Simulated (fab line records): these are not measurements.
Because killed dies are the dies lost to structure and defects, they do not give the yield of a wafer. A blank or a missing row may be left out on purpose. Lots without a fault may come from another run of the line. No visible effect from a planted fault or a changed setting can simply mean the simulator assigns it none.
Code-filled problem report in 8D (eight disciplines) form || flow berkeleyCmos170 || the parts of the form that need people (team, actions taken, sign-off) are left out

== 1. THE ISSUE ==
V1_TEOS_THK at UCB170_V1_THK_MEAS_01 reads a mean of 1024 nm on 2 wafers of 1 lot; wafers without a fault read 2001 nm with a standard deviation of 28. That is -35 standard deviations from the usual mean.
First observed at day 10 08:08: wafer L824.1, on filmMetro-02. The record holds 39 wafers of 13 lots with a number at this step. Rule for "out" (also "out of limits"): further than 4 standard deviations from the usual mean. Any other wafer with a number is counted as sound.

== 2. WHAT IT IS, AND WHAT IT ISN'T ==
{"question": "which readings at this step", "is": "V1_TEOS_THK", "is not": "-"}
{"question": "which lots", "is": "L824", "is not": "L810, L811, L812, L813, L814, L816, L817, L825, L827, L829, L831, L832"}
{"question": "which wafers of those lots", "is": "L824.1, L824.4", "is not": "L824.5"}
{"question": "read on which gauges", "is": "filmMetro-02", "is not": "filmMetro-03, filmMetro-04"}
{"question": "when", "is": "from day 10 08:08", "is not": "up to then (25 sound wafers); but 12 sound wafers of L827, L829, L831, L832 came after"}

== 3. WHAT RULES OUT EACH SUSPECT ==
Counting: a tool at a process step up to the reading stays a suspect if it ran every lot that is out. Sound lots after the first of them don't rule it out here, since some wafers of a struck lot are sound.
- the gauge at UCB170_V1_THK_MEAS_01: kept. All the wafers that are out were read on filmMetro-02, and no step on other tools shows them out.
- plasmaAsher-04 at UCB170_PLDD_STRIP_10 (strips in O2): kept. The lot that is out, L824, ran on it at day 9 07:03; the last sound lot it ran before that was L817, at day 7 20:05.
- rieDiel-02 at UCB170_CONTACT_ETCH_18 (etches PSG in CHF3/CF4/Ar, stops on TiSi2, target depth 840 nm, time 195 s): kept. The lot that is out, L824, ran on it at day 10 05:08; the last sound lot it ran before that was L811, at day 7 22:24. With no start given for some of its lots, UCB170_CONTACT_ETCH_18 uses the hours and lot order of UCB170_M1_ETCH_11.
- rieDiel-04 at UCB170_M1_ETCH_11 (etches BARC in N2/H2): kept. The lot that is out, L824, ran on it at day 10 05:08; the last sound lot it ran before that was L812, at day 7 12:13.
- pecvd-04 at UCB170_V1_CVD_00 (deposits SiO2 from TEOS/O2, target thk 2000 nm, time 250 s): kept. The lot that is out, L824, ran on it at day 10 07:59; the last sound lot it ran before that was L817, at day 8 23:59.
- The sound lot-mates ran in chamber 2 of pecvd-04 at UCB170_V1_CVD_00, but the wafers that are out ran in chamber 1.
Left after counting: plasmaAsher-04 at UCB170_PLDD_STRIP_10, rieDiel-02 at UCB170_CONTACT_ETCH_18, rieDiel-04 at UCB170_M1_ETCH_11, pecvd-04 at UCB170_V1_CVD_00, filmMetro-02 at UCB170_V1_THK_MEAS_01.

== 4. THE CAUSE (what the simulator had put in) ==
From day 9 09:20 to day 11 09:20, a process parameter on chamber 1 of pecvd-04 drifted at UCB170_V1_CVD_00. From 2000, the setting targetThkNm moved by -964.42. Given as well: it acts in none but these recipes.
Counting leaves 5 suspects; this tool is one of them.

== 5. THE EFFECT CHAIN, in route order ==
Each row: a reading where the mean over the struck wafers with a number is more than 3 standard deviations away from the usual. Only readings whose record carries a usual standard deviation are examined. hours: median over the lots of the time between each lot's start at the first step of this table that gives one and its start at this step. sigmas: the change, counted in usual standard deviations.
{"hours": 0, "step": "UCB170_V1_THK_MEAS_01", "reading": "V1_TEOS_THK", "usual": "2001 nm", "on struck wafers": 1024, "change": -977, "sigmas": -35}

== 6. HOW IT WOULD HAVE BEEN CAUGHT EARLIER ==
Counted from the fault's start at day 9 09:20, it took 23 hours until the first out-of-limits reading at a measuring or inspecting step in this record, taken at day 10 08:08.
Of the tool readings at UCB170_V1_CVD_00 for which the record gives a usual standard deviation, none was out on any struck wafer, so an alarm limit of 4 standard deviations on them would not have fired.
Lots out: 1; all had begun UCB170_V1_CVD_00 on pecvd-04 by day 10 08:08. Tool hold at that time: it would have spared none of them.
